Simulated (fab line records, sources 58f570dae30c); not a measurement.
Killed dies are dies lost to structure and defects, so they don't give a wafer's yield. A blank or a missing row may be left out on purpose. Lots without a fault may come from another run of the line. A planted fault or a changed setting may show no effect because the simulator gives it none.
One fault seen from 2 desks | flow berkeley_cmos170 | each desk has only its own numbers; what lay behind them comes last

THE TOOL OWNER'S DESK: wet_bench-04
The tool's own readings at UCB170_GATE_CLEAN_17 (cleans in SPM, time 600 s): means of the sampled wafers that have a number, for each lot that ran on this tool. A lot is out of limits, marked OUT, if its mean lies more than 4 standard deviations from the usual mean; the brackets give that distance.
Columns: A = bath_guard_temp_C at UCB170_GATE_CLEAN_17, usual 120.1 C; B = bath_heat_duty_pct at UCB170_GATE_CLEAN_17, usual 12.9 %; C = temp_c at UCB170_GATE_CLEAN_17, usual 120.02 C
lot  | first seen here | A     | B    | C
L219 | day 6 13:52     | 119.9 | 13.3 | 119.96
L221 | day 7 05:17     | 120.2 | 12.4 | 120.14
L224 | day 7 16:59     | 120.3 | 13.3 | 119.99
L225 | day 7 21:43     | 119.7 | 14.4 | 120.01
L229 | day 8 21:19     | 119.8 | 14.1 | 120.02
L228 | day 8 21:40     | 120.4 | 12.4 | 120.01
L233 | day 9 13:20     | 120.5 | 11.7 | 120.08
L232 | day 9 13:31     | 120.3 | 12.2 | 119.97
L234 | day 9 13:41     | 119.7 | 14.1 | 119.84
This desk's finding: nothing out of limits on any of the 9 lots.

THE METROLOGY DESK
What the gauges read, lot by lot, whatever tool the lot ran on: means of the sampled wafers that have a number. A lot is out of limits, marked OUT, if its mean lies more than 4 standard deviations from the usual mean; the brackets give that distance.
Columns: A = cd_nm at UCB170_PLDD_CD_MEAS_06, usual 1199.8 nm
lot  | first seen here | A
L219 | day 6 15:28     | 1201.5
L220 | day 6 16:00     | 1199.8
L221 | day 7 06:39     | 1198.8
L224 | day 7 18:10     | 1198.9
L225 | day 7 23:05     | 1199.7
L227 | day 8 08:35     | 1195.9
L229 | day 8 22:31     | 1200.2
L228 | day 8 22:58     | 1200.9
L233 | day 9 14:24     | 1199.0
L232 | day 9 14:35     | 1197.3
L234 | day 9 14:49     | 1200.6
L240 | day 11 04:46    | 1199.0
L239 | day 11 06:15    | 1198.9
L241 | day 11 12:27    | 1198.8
This desk's finding: nothing out of limits on any of the 14 lots.

PUT TOGETHER
The tool owner's desk saw nothing out of limits.
The metrology desk saw nothing out of limits.

WHAT THE SIMULATOR HAD PUT IN
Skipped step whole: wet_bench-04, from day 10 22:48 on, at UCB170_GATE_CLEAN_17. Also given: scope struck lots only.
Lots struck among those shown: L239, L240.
